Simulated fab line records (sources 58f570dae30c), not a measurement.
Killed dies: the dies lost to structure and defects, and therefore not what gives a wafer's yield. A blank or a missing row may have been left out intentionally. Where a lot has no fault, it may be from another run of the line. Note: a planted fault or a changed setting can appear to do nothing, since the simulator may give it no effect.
A single fault, viewed from 2 desks -- flow berkeley cmos170 -- what lay behind the numbers comes last; until then each desk has only its own

METROLOGY DESK
Lot by lot, what the gauges showed, no matter which tool ran the lot: averages of those sampled wafers that carry a number. A lot is out of limits, marked OUT, if its mean lies more than 4 standard deviations from the usual mean; the brackets give that distance.
Columns: A = cd nm at UCB170_V2_CD_MEAS_90, usual 699.6 nm; B = cd nm at UCB170_M3_CD_MEAS_90, usual 699 nm
lot,first seen here,A,B
L223,day 7 23:07,698.0,700
L227,day 9 01:24,700.8,702
L229,day 9 03:36,701.3,701
L232,day 10 04:15,699.8,699
L233,day 10 11:41,699.6,700
L235,day 10 12:15,699.1,702
L238,day 11 07:09,699.4,694
L239,day 11 07:29,699.9,700
L240,day 11 08:36,700.7,700
L241,day 11 22:31,700.5,700
L242,day 12 04:40,700.2,699
L243,day 12 05:11,698.2,695
L245,day 12 09:00,697.1,700
L244,day 12 17:06,699.7,704
This desk's finding: nothing out of limits on any of the 14 lots.

TOOL OWNER'S DESK, litho track-02
The tool's own readings at UCB170_NWELL_HMDS_06 (prime time 60 s): means of the sampled wafers that have a number, for each lot that ran on this tool. A lot is out of limits, marked OUT, if its mean lies more than 4 standard deviations from the usual mean; the brackets give that distance.
Columns: A = chill plate temp C at UCB170_NWELL_HMDS_06, usual 22.99 C; B = prime temp c at UCB170_NWELL_HMDS_06, usual 99.99 C
lot,first seen here,A,B
L223,day 2 04:43,22.92,100.00
L229,day 3 06:32,22.89,99.96
L232,day 4 07:31,22.94,103.54 (+30) OUT
L233,day 4 13:58,22.98,103.55 (+30) OUT
L244,day 6 17:35,22.93,100.03
This desk finds L232, L233 out of limits, L232 being first, at day 4 07:31 (prime temp c at UCB170_NWELL_HMDS_06). Within limits: L223, L229, L244.

ALL TOGETHER
The tool owner's desk had the chance to raise an alarm at day 4 07:31 on L232, L233.
Metrology desk: nothing out of limits seen.
The metrology desk holds a record of L232, L233, inside its limits.
All the named lots went through UCB170_NWELL_HMDS_06 on litho track-02.

WHAT THE SIMULATOR HAD INSERTED
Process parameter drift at UCB170_NWELL_HMDS_06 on litho track-02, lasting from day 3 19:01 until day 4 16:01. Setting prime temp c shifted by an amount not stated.
Shown lots that were struck: L232, L233.
Hours from the fault's start to each desk's first reading out of limits: the tool owner's desk, 12.
